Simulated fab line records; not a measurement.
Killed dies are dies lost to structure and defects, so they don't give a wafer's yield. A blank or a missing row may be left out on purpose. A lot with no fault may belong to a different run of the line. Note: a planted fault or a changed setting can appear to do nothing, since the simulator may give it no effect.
The tool behind it: which one? :: flow rit_cmos :: 42 wafers from 14 lots sampled at 2 of the route's 202 steps

WHAT EACH GAUGE READ, for each wafer
RIT_PRETRO_TW_MEAS_10.
lot: L881
measured: day 2 11:00
on: film_metro-01
PRETRO_TW: 475 472 477

lot: L883
measured: day 2 23:08
on: film_metro-02
PRETRO_TW: 480 481 479

lot: L885
measured: day 3 07:23
on: film_metro-01
PRETRO_TW: 477 478 478

lot: L886
measured: day 3 12:41
on: film_metro-01
PRETRO_TW: 475 477 478

lot: L887
measured: day 3 18:07
on: film_metro-03
PRETRO_TW: 482 484 482

lot: L888
measured: day 3 19:53
on: film_metro-02
PRETRO_TW: 478 480 477

lot: L889
measured: day 4 02:38
on: film_metro-02
PRETRO_TW: 478 475 476

lot: L891
measured: day 4 13:20
on: film_metro-02
PRETRO_TW: 478 478 475

lot: L894
measured: day 5 02:35
on: film_metro-03
PRETRO_TW: 477 480 480

lot: L895
measured: day 5 07:34
on: film_metro-01
PRETRO_TW: 497 491 497 494 496 497

lot: L896
measured: day 5 14:17
on: film_metro-01
PRETRO_TW: 498 497 497 494 497 497

lot: L898
measured: day 5 22:01
on: film_metro-01
PRETRO_TW: 475 476 476

lot: L901
measured: day 6 14:49
on: film_metro-03
PRETRO_TW: 481 478 477

lot: L904
measured: day 7 05:23
on: film_metro-01
PRETRO_TW: 473 473 473

WHAT TOOL EACH LOT RAN ON (gives the tool, then ch and the chambers of the sampled wafers, and finally the start)
lot: L881
RIT_PRETRO_IMPLANT_08: implanter-02 ch 0, day 2 10:43

lot: L883
RIT_PRETRO_IMPLANT_08: implanter-04 ch 0, day 2 22:49

lot: L885
RIT_PRETRO_IMPLANT_08: implanter-03 ch 0, day 3 07:03

lot: L886
RIT_PRETRO_IMPLANT_08: implanter-02 ch 0, day 3 12:22

lot: L887
RIT_PRETRO_IMPLANT_08: implanter-04 ch 0, day 3 17:49

lot: L888
RIT_PRETRO_IMPLANT_08: implanter-03 ch 0, day 3 19:34

lot: L889
RIT_PRETRO_IMPLANT_08: implanter-04 ch 0, day 4 02:19

lot: L891
RIT_PRETRO_IMPLANT_08: implanter-04 ch 0, day 4 13:01

lot: L894
RIT_PRETRO_IMPLANT_08: implanter-04 ch 0, day 5 02:16

lot: L895
RIT_PRETRO_IMPLANT_08: implanter-04 ch 0, day 5 07:16

lot: L896
RIT_PRETRO_IMPLANT_08: implanter-04 ch 0, day 5 13:58

lot: L898
RIT_PRETRO_IMPLANT_08: implanter-03 ch 0, day 5 21:36

lot: L901
RIT_PRETRO_IMPLANT_08: implanter-02 ch 0, day 6 14:31

lot: L904
RIT_PRETRO_IMPLANT_08: implanter-03 ch 0, day 7 05:04
- RIT_PRETRO_IMPLANT_08

WHAT THE TOOLS THEMSELVES READ (means of the sampled wafers that have a number; where no wafer has one, the mark that the record gives instead)
RIT_PRETRO_IMPLANT_08.
lot: L881
tool: implanter-02
beam_energy_keV: 45.000
faraday_current_uA: 38.7
tilt_deg (degrees): 6.983

lot: L883
tool: implanter-04
beam_energy_keV: 44.991
faraday_current_uA: 38.2
tilt_deg (degrees): 7.013

lot: L885
tool: implanter-03
beam_energy_keV: 44.991
faraday_current_uA: 38.1
tilt_deg (degrees): 7.000

lot: L886
tool: implanter-02
beam_energy_keV: 44.975
faraday_current_uA: 38.3
tilt_deg (degrees): 6.992

lot: L887
tool: implanter-04
beam_energy_keV: 44.982
faraday_current_uA: 38.1
tilt_deg (degrees): 6.993

lot: L888
tool: implanter-03
beam_energy_keV: 44.985
faraday_current_uA: 38.1
tilt_deg (degrees): 7.022

lot: L889
tool: implanter-04
beam_energy_keV: 45.004
faraday_current_uA: 38.3
tilt_deg (degrees): 6.990

lot: L891
tool: implanter-04
beam_energy_keV: 44.998
faraday_current_uA: 38.8
tilt_deg (degrees): 6.993

lot: L894
tool: implanter-04
beam_energy_keV: 44.997
faraday_current_uA: 38.3
tilt_deg (degrees): 6.998

lot: L895
tool: implanter-04
beam_energy_keV: 60.763
faraday_current_uA: 38.4
tilt_deg (degrees): 6.980

lot: L896
tool: implanter-04
beam_energy_keV: 60.765
faraday_current_uA: 38.1
tilt_deg (degrees): 7.023

lot: L898
tool: implanter-03
beam_energy_keV: 45.003
faraday_current_uA: 37.8
tilt_deg (degrees): 7.010

lot: L901
tool: implanter-02
beam_energy_keV: 44.986
faraday_current_uA: 37.7
tilt_deg (degrees): 6.990

lot: L904
tool: implanter-03
beam_energy_keV: 45.003
faraday_current_uA: 37.9
tilt_deg (degrees): 7.006

THE ANSWER, worked out from the rows above alone
Rule: the usual values come from the lots themselves. The widest of any qualifying gaps counts: lots, ordered by their means at a reading, are off when they make up no more than a third of the lots, leave a main group of 4 or more, and stand apart from it by 3 or more times the standard deviation of that group's means. The tables above print the reading to a certain number of digits; a main group whose means all agree to those digits is not used. A lot without any number at a reading at which 4 lots or more have one is off too. Where the step has rows for the other lots, those lots are counted as sound. Order of review: gauges by route order, followed by the tools' own readings, for which a lot's mean as printed above is used. At the first step where some lot is off, the reading lying furthest off is the one used; lots without a number count as furthest.
Off: L895, L896, seen at RIT_PRETRO_TW_MEAS_10 (PRETRO_TW). Main group: mean 477, sd 2.4.
If a tool, at a process step before that reading, ran all the lots that are off and no sound lot after the first of them, it fits. The gauges at RIT_PRETRO_TW_MEAS_10 aren't tried: what is off there is off at RIT_PRETRO_IMPLANT_08 too, on other tools, and a gauge's error can't cause that. One candidate fits, namely implanter-04 at RIT_PRETRO_IMPLANT_08. Its last sound lot is L894 (day 5 02:16), its first lot that is off L895 (day 5 07:16): a fault that began between those two fits.
The tool's own readings at RIT_PRETRO_IMPLANT_08 bear it out: on the lots that are off they differ by more than 5 times the standard deviation of the sound lots' means. beam_energy_keV reads 60.764 there against 44.993 on the sound lots.

WHAT THE SIMULATOR HAD PUT IN
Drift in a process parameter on implanter-04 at RIT_PRETRO_IMPLANT_08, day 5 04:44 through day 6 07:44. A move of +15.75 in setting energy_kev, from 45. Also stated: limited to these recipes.
Struck lots among those shown: L895, L896. This agrees with what the rule above found.
